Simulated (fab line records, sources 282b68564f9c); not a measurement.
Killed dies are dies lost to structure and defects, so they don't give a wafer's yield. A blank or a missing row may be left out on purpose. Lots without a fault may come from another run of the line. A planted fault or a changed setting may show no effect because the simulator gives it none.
Split-lot experiment | flow rit_cmos | 5 lots, 27 wafers read, on a route of 202 steps

THE SPLIT
At RIT_CONTACT_CVD_00 (deposits SiO2 from TEOS, target thk 400 nm, time 61 s), the setting time_s was moved away from the recipe's 61 s on 12 of the 27 wafers read, by +37.7% to +58.8%. The other wafers ran this setting at the recipe's value.

The file shows no step between the split and the reading.

THE READING
CONTACT_TEOS_THK, in nm, at RIT_CONTACT_THK_MEAS_01. Fault-free wafers of this fab line usually give 402 nm, standard deviation 4.8 nm.

wafer  | tool, chamber at the split | time_s as run, s | against the recipe | CONTACT_TEOS_THK, nm | against lot-mates on the recipe
L075.1 | pecvd-03, 1                | 86.65            | +42.0%             | 562                  | +157
L075.2 | pecvd-03, 0                | 86.65            | +42.0%             | 560                  | +155
L075.3 | pecvd-03, 2                | 61               | recipe             | 401                  | -
L075.4 | pecvd-03, 1                | 61               | recipe             | 405                  | -
L075.5 | pecvd-03, 2                | 86.65            | +42.0%             | 577                  | +172
L075.6 | pecvd-03, 0                | 61               | recipe             | 408                  | -
L076.1 | pecvd-01, 2                | 61               | recipe             | 401                  | -
L076.2 | pecvd-01, 0                | 61               | recipe             | 395                  | -
L076.3 | pecvd-01, 1                | 83.97            | +37.7%             | 543                  | +144
L076.4 | pecvd-01, 2                | 61               | recipe             | 400                  | -
L076.5 | pecvd-01, 0                | 83.97            | +37.7%             | 553                  | +154
L076.6 | pecvd-01, 1                | 83.97            | +37.7%             | 550                  | +151
L079.1 | pecvd-01, 0                | 61               | recipe             | 397                  | -
L079.2 | pecvd-01, 1                | 61               | recipe             | 394                  | -
L079.5 | pecvd-01, 2                | 61               | recipe             | 407                  | -
L084.1 | pecvd-03, 2                | 61               | recipe             | 395                  | -
L084.2 | pecvd-03, 1                | 92.46            | +51.6%             | 605                  | +209
L084.3 | pecvd-03, 0                | 61               | recipe             | 394                  | -
L084.4 | pecvd-03, 1                | 92.46            | +51.6%             | 607                  | +211
L084.5 | pecvd-03, 2                | 61               | recipe             | 399                  | -
L084.6 | pecvd-03, 0                | 92.46            | +51.6%             | 611                  | +215
L085.1 | pecvd-01, 2                | 96.88            | +58.8%             | 633                  | +226
L085.2 | pecvd-01, 1                | 96.88            | +58.8%             | 640                  | +233
L085.3 | pecvd-01, 0                | 96.88            | +58.8%             | 635                  | +228
L085.4 | pecvd-01, 1                | 61               | recipe             | 408                  | -
L085.5 | pecvd-01, 0                | 61               | recipe             | 405                  | -
L085.6 | pecvd-01, 2                | 61               | recipe             | 409                  | -

THE FIT
A straight line over all 27 wafers: CONTACT_TEOS_THK changes by +3.98 nm for each +1% of time_s; r = +1.00; the points scatter about the line by 5.4 nm.
The same after taking each lot's own level away (the mean of its wafers on the recipe; 27 wafers): +3.96 nm for each +1%; r = +1.00; scatter 5.4 nm.
On that fit, the largest move of time_s shifts the reading by 2.3e+02 nm.
The lots' own levels span 396.0 to 407.3 nm, that is 2.4 times the standard deviation above.
So the lot-to-lot level changes the slope little: the two slopes agree.
Check: with one of the wafers moved furthest among these (+58.8%) left out of the fit, the line predicts +234 nm for it against its lot-mates. It came out at +226 nm against them.

OTHER SPLITS ON THESE WAFERS
These wafers also went through other splits before the reading. Each is held against what the fit with the lots' levels taken away leaves over:
other split on the same wafers       | wafers away from the commonest value | r with CONTACT_TEOS_THK (lot level and that fit taken away)
RIT_ACTIVE_CVD_03 time_s             | 18                                   | -0.06
RIT_FOX2_OXIDATION_00 ox_time_s      | 18                                   | -0.14
RIT_PRETRO_DEVELOP_05 develop_time_s | 6                                    | -0.15
RIT_REOX_CLEAN_00 time_s             | 18                                   | -0.03

THE WHOLE CHAIN: every reading that the file lists as answering this split, in the file's order
step                    | what it does                                                                | reading                                                                        | change (the file's fit)              | r (the file's)
RIT_CONTACT_CVD_00      | deposits SiO2 from TEOS, target thk 400 nm, time 61 s                       | SiO2_of_CONTACT_CVD_00.thk_nm (the simulator's own value, which no gauge read) | +3.95 nm for each +1% of the setting | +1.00
RIT_CONTACT_THK_MEAS_01 |                                                                             | CONTACT_TEOS_THK                                                               | +3.95 for each +1% of the setting    | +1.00
RIT_CONTACT_ETCH_11     | etches SiO2 in CHF3/CF4/Ar, stops on TiSi2, target depth 480 nm, time 320 s | etch.depth_nm (the simulator's own value, which no gauge read)                 | +1.6 nm for each +1% of the setting  | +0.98
RIT_CONTACT_ETCH_11     | etches SiO2 in CHF3/CF4/Ar, stops on TiSi2, target depth 480 nm, time 320 s | CONTACT.feature_depth_nm (the simulator's own value, which no gauge read)      | +1.6 nm for each +1% of the setting  | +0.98

THE FILE'S OWN FIT
CONTACT_TEOS_THK changes by +3.95 nm for each +1% of time_s, r = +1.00.
